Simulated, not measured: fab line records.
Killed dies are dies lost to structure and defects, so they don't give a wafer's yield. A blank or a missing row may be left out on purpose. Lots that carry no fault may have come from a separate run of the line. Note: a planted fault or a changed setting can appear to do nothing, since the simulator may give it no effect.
Problem report in the 8D (eight disciplines) form, filled by code	flow berkeley_cmos170	the parts of the form that need people (team, actions taken, sign-off) are left out

1. WHAT IS WRONG
Wafers without a fault read 56.81 W, standard deviation 0.043; heater_power_total_W at UCB170_M3_SOFTBAKE_06 reads a mean of 57.96 W on 9 wafers belonging to 3 lots. Relative to the usual mean, that is a shift of +27 standard deviations.
The step: time 60 s.
Seen first at day 11 00:02 on litho_track-03, wafer L986.1. Wafers with a number at this step in the record: 45, from 15 lots. By rule, "out" or "out of limits" means more than 4 standard deviations away from the usual mean. The other wafers with a number count as sound.

2. WHAT IT IS; WHAT IT IS NOT
question	is	is not
which readings at this step	heater_power_total_W, plate_temp_C	-
which lots	L986, L987, L990	L973, L975, L976, L977, L978, L979, L982, L984, L985, L989, L994, L996
which wafers of those lots	all that have a number	-
read on which tools	litho_track-03	litho_track-01, litho_track-04
when	from day 11 00:02	up to then (24 sound wafers); but 12 sound wafers of L985, L989, L994, L996 came after

3. WHAT RULES OUT EACH SUSPECT
Counting: a tool at a process step up to the reading stays a suspect if it ran every lot that is out and no sound lot after the first of them.
- litho_track-03 at UCB170_M3_SOFTBAKE_06 (time 60 s): kept. It processed each lot that is out, first L986 at day 11 00:02, and no sound lot thereafter; up to then, the last sound lot it processed was L984 at day 10 08:01. Its own readings are out on those wafers: heater_power_total_W, plate_temp_C.
Left after counting: litho_track-03 at UCB170_M3_SOFTBAKE_06.

4. THE CAUSE (what the simulator had put in)
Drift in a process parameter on litho_track-03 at UCB170_M3_SOFTBAKE_06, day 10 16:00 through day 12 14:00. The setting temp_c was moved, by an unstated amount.
Counting left only this tool.

5. THE EFFECT CHAIN, in route order
Rows list readings where the struck wafers' mean (over those with a number) sits beyond 3 standard deviations from the usual. Only readings whose record carries a usual standard deviation are examined. hours: median over the lots of the time between each lot's start at the first step of this table that gives one and its start at this step. sigmas: the change, counted in usual standard deviations.
hours	step	reading	usual	on struck wafers	change	sigmas
0	UCB170_M3_SOFTBAKE_06	heater_power_total_W	56.81 W	57.96	+1.15	+27
0	UCB170_M3_SOFTBAKE_06	plate_temp_C	129.97 C	132.03	+2.06	+15
Its process steps:
- UCB170_M3_SOFTBAKE_06: time 60 s.
At these later measuring or inspecting steps, every struck wafer for which the step has a row has a number for every such reading, and none has moved that far: UCB170_M3_OVL_MEAS_16.

6. HOW IT WOULD HAVE BEEN CAUGHT EARLIER
First out-of-limits reading in this record: day 11 00:02, which is 8 hours after fault onset at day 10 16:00.
